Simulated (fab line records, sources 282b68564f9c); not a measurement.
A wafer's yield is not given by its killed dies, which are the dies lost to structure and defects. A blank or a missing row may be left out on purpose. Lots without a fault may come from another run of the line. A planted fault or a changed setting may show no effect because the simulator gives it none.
Code-filled problem report in 8D (eight disciplines) form | flow rit-cmos | the parts of the form that need people (team, actions taken, sign-off) are left out

1. PROBLEM STATEMENT
heater-power-total-W at RIT_NRETRO_SOFTBAKE_02 reads a mean of 32.41 W on 6 wafers of 2 lots; wafers without a fault read 34.57 W with a standard deviation of 0.052. Relative to the usual mean, that is a shift of -41 standard deviations.
The step: time 60 s.
Seen first at day 5 23:41 on litho-track-04, wafer L805.2. The record has a number at this step for 42 wafers belonging to 14 lots. By rule, "out" or "out of limits" means more than 4 standard deviations away from the usual mean. The rest of the wafers with a number are treated as sound.

2. WHAT IT IS; WHAT IT IS NOT
question                    | is                                 | is not
which readings at this step | heater-power-total-W, plate-temp-C | -
which lots                  | L805, L807                         | L788, L789, L791, L795, L796, L797, L799, L800, L801, L802, L803, L804
which wafers of those lots  | all that have a number             | -
read on which tools         | litho-track-04                     | litho-track-02, litho-track-03
when                        | from day 5 23:41                   | up to then (36 sound wafers)

3. THE SUSPECTS, EACH WITH WHAT RULES IT OUT
Counting: any tool at a process step up to the reading is kept as a suspect provided that every lot that is out went through it and no sound lot did after the first of them.
- litho-track-04 at RIT_NRETRO_SOFTBAKE_02 (time 60 s): kept. All lots that are out passed through it, beginning with L805 at day 5 23:41, and no sound lot followed; its final sound lot before that point was L803 at day 5 15:50. Its own readings are out on those wafers: heater-power-total-W, plate-temp-C.
Left after counting: litho-track-04 at RIT_NRETRO_SOFTBAKE_02.

4. THE CAUSE (what the simulator had put in)
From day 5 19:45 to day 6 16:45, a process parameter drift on litho-track-04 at RIT_NRETRO_SOFTBAKE_02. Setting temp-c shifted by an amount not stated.
Only this tool survived the counting.

5. THE EFFECT CHAIN, in route order
One row per reading whose mean, taken over the struck wafers that have a number, lies over 3 standard deviations from the usual. Readings are gone through only where the record gives a usual standard deviation; hours: the median, over the lots, of the time from a lot's start at the first step in this table giving one to that lot's start at this step; sigmas: the change measured in usual standard deviations.
hours | step                   | reading              | usual   | on struck wafers | change | sigmas
0     | RIT_NRETRO_SOFTBAKE_02 | heater-power-total-W | 34.57 W | 32.41            | -2.16  | -41
0     | RIT_NRETRO_SOFTBAKE_02 | plate-temp-C         | 90.01 C | 86.04            | -3.97  | -31
Its process steps:
- RIT_NRETRO_SOFTBAKE_02: time 60 s.
Later steps that measure or inspect, where all struck wafers having a row at the step show a number for every such reading and not one has moved that far: RIT_GATE_CD_MEAS_16.

6. WHAT WOULD HAVE CAUGHT IT SOONER
The fault began at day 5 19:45; the first out-of-limits reading in this record came at day 5 23:41, 4 hours later.
